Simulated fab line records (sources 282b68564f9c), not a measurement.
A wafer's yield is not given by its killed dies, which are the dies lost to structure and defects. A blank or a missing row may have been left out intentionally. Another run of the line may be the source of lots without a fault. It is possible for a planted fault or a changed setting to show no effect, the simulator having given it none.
Shared-tool check :: flow rit-cmos :: 15 lots, 45 wafers sampled

WHY THIS WAS OPENED
3 of 15 lots carry a flag on the reading PLDD_TW at RIT_PLDD_TW_MEAS_10. No-fault wafers: 2393, standard deviation 16.
Rule: flag the lot when none of its wafers has a number, or when each of its wafers that has one lies beyond 4 standard deviations from that mean. The other lots count as sound.

lot: L955
measured: day 2 19:05
on: film-metro-04
PLDD_TW, wafer by wafer: 2421 2411 2409
flag: 

lot: L956
measured: day 3 01:11
on: film-metro-03
PLDD_TW, wafer by wafer: 2372 2393 2372
flag: 

lot: L957
measured: day 3 09:44
on: film-metro-04
PLDD_TW, wafer by wafer: 2407 2421 2404
flag: 

lot: L958
measured: day 3 11:55
on: film-metro-02
PLDD_TW, wafer by wafer: 2388 2394 2387
flag: 

lot: L959
measured: day 3 16:07
on: film-metro-04
PLDD_TW, wafer by wafer: 2423 2415 2423
flag: 

lot: L960
measured: day 3 21:19
on: film-metro-03
PLDD_TW, wafer by wafer: 2371 2385 2380
flag: 

lot: L963
measured: day 4 13:14
on: film-metro-04
PLDD_TW, wafer by wafer: 2615 2605 2611
flag: FLAGGED

lot: L966
measured: day 5 04:09
on: film-metro-03
PLDD_TW, wafer by wafer: 2605 2607 2617
flag: FLAGGED

lot: L967
measured: day 5 10:51
on: film-metro-04
PLDD_TW, wafer by wafer: 2412 2405 2411
flag: 

lot: L968
measured: day 5 17:25
on: film-metro-04
PLDD_TW, wafer by wafer: 2640 2637 2634
flag: FLAGGED

lot: L973
measured: day 6 18:38
on: film-metro-03
PLDD_TW, wafer by wafer: 2380 2387 2382
flag: 

lot: L974
measured: day 6 20:40
on: film-metro-03
PLDD_TW, wafer by wafer: 2388 2373 2373
flag: 

lot: L975
measured: day 7 03:02
on: film-metro-02
PLDD_TW, wafer by wafer: 2374 2379 2388
flag: 

lot: L976
measured: day 7 05:23
on: film-metro-03
PLDD_TW, wafer by wafer: 2385 2397 2391
flag: 

lot: L978
measured: day 7 15:29
on: film-metro-04
PLDD_TW, wafer by wafer: 2394 2405 2404
flag: 
The mean of the flagged lots' numbers is 2619, +226 from the usual (+14 standard deviations).

TOOL THAT RAN EACH LOT
The record holds 2 process steps before the reading, out of a route of 202 steps. In each cell: the tool, then ch and the chambers that the sampled wafers went through, then the start.
lot: L955
flag: 
RIT_NLDD_STRIP_09: plasma-asher-04 ch 0,1, day 2 17:18
RIT_PLDD_IMPLANT_08: implanter-03 ch 0, day 2 18:46

lot: L956
flag: 
RIT_NLDD_STRIP_09: plasma-asher-04 ch 0,1, day 2 23:35
RIT_PLDD_IMPLANT_08: implanter-01 ch 0, day 3 00:53

lot: L957
flag: 
RIT_NLDD_STRIP_09: plasma-asher-04 ch 0,1, day 3 08:09
RIT_PLDD_IMPLANT_08: implanter-03 ch 0, day 3 09:25

lot: L958
flag: 
RIT_NLDD_STRIP_09: plasma-asher-02 ch 0,1, day 3 10:12
RIT_PLDD_IMPLANT_08: implanter-03 ch 0, day 3 11:36

lot: L959
flag: 
RIT_NLDD_STRIP_09: plasma-asher-04 ch 0,1, day 3 14:23
RIT_PLDD_IMPLANT_08: implanter-03 ch 0, day 3 15:49

lot: L960
flag: 
RIT_NLDD_STRIP_09: plasma-asher-02 ch 0,1, day 3 19:44
RIT_PLDD_IMPLANT_08: implanter-02 ch 0, day 3 21:00

lot: L963
flag: FLAGGED
RIT_NLDD_STRIP_09: plasma-asher-04 ch 0,1, day 4 11:28
RIT_PLDD_IMPLANT_08: implanter-02 ch 0, day 4 12:56

lot: L966
flag: FLAGGED
RIT_NLDD_STRIP_09: plasma-asher-04 ch 0,1, day 5 02:34
RIT_PLDD_IMPLANT_08: implanter-02 ch 0, day 5 03:50

lot: L967
flag: 
RIT_NLDD_STRIP_09: plasma-asher-02 ch 0,1, day 5 09:11
RIT_PLDD_IMPLANT_08: implanter-01 ch 0, day 5 10:31

lot: L968
flag: FLAGGED
RIT_NLDD_STRIP_09: plasma-asher-03 ch 0,1, day 5 15:48
RIT_PLDD_IMPLANT_08: implanter-02 ch 0, day 5 17:06

lot: L973
flag: 
RIT_NLDD_STRIP_09: plasma-asher-02 ch 0,1, day 6 16:55
RIT_PLDD_IMPLANT_08: implanter-01 ch 0, day 6 18:19

lot: L974
flag: 
RIT_NLDD_STRIP_09: plasma-asher-04 ch 0, day 6 18:43
RIT_PLDD_IMPLANT_08: implanter-03 ch 0, day 6 20:21

lot: L975
flag: 
RIT_NLDD_STRIP_09: plasma-asher-02 ch 0,1, day 7 01:07
RIT_PLDD_IMPLANT_08: implanter-03 ch 0, day 7 02:43

lot: L976
flag: 
RIT_NLDD_STRIP_09: plasma-asher-04 ch 0,1, day 7 03:42
RIT_PLDD_IMPLANT_08: implanter-03 ch 0, day 7 05:07

lot: L978
flag: 
RIT_NLDD_STRIP_09: plasma-asher-02 ch 0,1, day 7 13:53
RIT_PLDD_IMPLANT_08: implanter-03 ch 0, day 7 15:09
These steps, and what they do:
- RIT_NLDD_STRIP_09: strips in O2, time 180 s.
- RIT_PLDD_IMPLANT_08
- RIT_PLDD_TW_MEAS_10

FLAGGED AGAINST TOTAL, ONE TOOL AT A TIME (gauges that did the reading follow at the end)
step: RIT_NLDD_STRIP_09
tool: plasma-asher-02
lots run: 6
flagged: 0
share of the flagged lots: none
sound lots run after its first flagged lot: -

step: RIT_NLDD_STRIP_09
tool: plasma-asher-03
lots run: 1
flagged: 1
share of the flagged lots: some
sound lots run after its first flagged lot: 0

step: RIT_NLDD_STRIP_09
tool: plasma-asher-04
lots run: 8
flagged: 2
share of the flagged lots: some
sound lots run after its first flagged lot: 2 (L974,L976)

step: RIT_PLDD_IMPLANT_08
tool: implanter-01
lots run: 3
flagged: 0
share of the flagged lots: none
sound lots run after its first flagged lot: -

step: RIT_PLDD_IMPLANT_08
tool: implanter-02
lots run: 4
flagged: 3
share of the flagged lots: all
sound lots run after its first flagged lot: 0

step: RIT_PLDD_IMPLANT_08
tool: implanter-03
lots run: 8
flagged: 0
share of the flagged lots: none
sound lots run after its first flagged lot: -

step: RIT_PLDD_TW_MEAS_10
tool: film-metro-02
lots run: 2
flagged: 0
share of the flagged lots: none
sound lots run after its first flagged lot: -

step: RIT_PLDD_TW_MEAS_10
tool: film-metro-03
lots run: 6
flagged: 1
share of the flagged lots: some
sound lots run after its first flagged lot: 3 (L973,L974,L976)

step: RIT_PLDD_TW_MEAS_10
tool: film-metro-04
lots run: 7
flagged: 2
share of the flagged lots: some
sound lots run after its first flagged lot: 2 (L967,L978)

WHAT THE TABLE ALLOWS
All flagged lots share 1 row of the table, namely implanter-02 at RIT_PLDD_IMPLANT_08.
- implanter-02 at RIT_PLDD_IMPLANT_08 ran 4 lots, 3 of them flagged. A fault beginning between L960 (day 3 21:00), its last sound lot, and L963 (day 4 12:56), its first flagged one, fits the data. Its own readings lie more than 4 standard deviations out on every wafer of the flagged lots: beam-on-s, faraday-current-uA.
Left over: one tool, implanter-02 at RIT_PLDD_IMPLANT_08.

WHAT THE SIMULATOR HAD INSERTED
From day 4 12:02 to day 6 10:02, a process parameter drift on implanter-02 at RIT_PLDD_IMPLANT_08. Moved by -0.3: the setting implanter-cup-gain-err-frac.
Struck lots among those shown: L963, L966, L968. The rule given above showed the same thing.
